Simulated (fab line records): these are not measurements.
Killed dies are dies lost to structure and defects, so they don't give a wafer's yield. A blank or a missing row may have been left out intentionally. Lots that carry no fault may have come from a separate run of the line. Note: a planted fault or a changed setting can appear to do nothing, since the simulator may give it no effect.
Problem report, 8D (eight disciplines) form, completed by code -- flow rit cmos -- the parts of the form that need people (team, actions taken, sign-off) are left out

1. THE PROBLEM
At RIT_M1_PROBE_99, killed at front end averages 263.8 over 12 wafers from 4 lots, while fault-free wafers read 6.3, standard deviation 2.7. That puts it +95 standard deviations away from the usual mean.
First observed at day 6 10:10: wafer L238.2, on prober-02. The record holds 12 wafers of 4 lots with a number at this step. Rule for "out" (also "out of limits"): further than 4 standard deviations from the usual mean. Any other wafer with a number is counted as sound.

2. WHAT IT IS, WHAT IT ISN'T
question,is,is not
which readings at this step,"killed at front end, killed dies, killed on rim",-
which lots,"L238, L239, L240, L241",-
which wafers of those lots,all that have a number,-
read on which tools,"prober-01, prober-02",-
when,from day 6 10:10,up to then (0 sound wafers)

3. WHAT RULES OUT EACH SUSPECT
Counting: any tool at a process step up to the reading is kept as a suspect provided that every lot that is out went through it and no sound lot did after the first of them.
- iline stepper-01 at RIT_NRETRO_EXPOSE_03 (exposes mask M4, target cd 43900 nm): kept. It ran every lot that is out, first L238 (day 5 04:40), and no sound lot after that.
Remaining after the count: iline stepper-01 at RIT_NRETRO_EXPOSE_03.

4. THE CAUSE (what the simulator had put in)
Scanner matching overlay: iline stepper-01, from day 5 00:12 on, at RIT_NRETRO_EXPOSE_03. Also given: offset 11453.
The count eliminated every tool but this one.

5. THE CHAIN OF EFFECTS, in route order
Each row: a reading where the mean over the struck wafers with a number is more than 3 standard deviations away from the usual. Readings are gone through only where the record gives a usual standard deviation; hours: the median, over the lots, of the time from a lot's start at the first step in this table giving one to that lot's start at this step; sigmas: the change measured in usual standard deviations.
hours,step,reading,usual,on struck wafers,change,sigmas
0,RIT_M1_PROBE_99,killed at front end,6.3,263.8,+257.5,+95
0,RIT_M1_PROBE_99,killed dies,6.4,264.0,+257.6,+95
0,RIT_M1_PROBE_99,killed on rim,1.7,70.0,+68.3,+49
Its process steps:
- RIT_M1_PROBE_99
Readings that are blank on the struck wafers while sound wafers have them: NRETRO_OVL at RIT_NRETRO_OVL_MEAS_06.

6. WHAT WOULD HAVE CAUGHT IT SOONER
The fault began at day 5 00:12; the first out-of-limits reading in this record came at day 6 10:10, 34 hours later.
Between RIT_NRETRO_EXPOSE_03 and RIT_M1_PROBE_99, RIT_NRETRO_OVL_MEAS_06 gave no NRETRO_OVL on the struck wafers, where sound wafers have one: a measuring or inspecting step that comes back empty is itself a sign.
By day 6 10:10 the whole set of lots that are out, 4 in number, had already begun RIT_NRETRO_EXPOSE_03 on iline stepper-01. Tool hold at that time: it would have spared none of them.
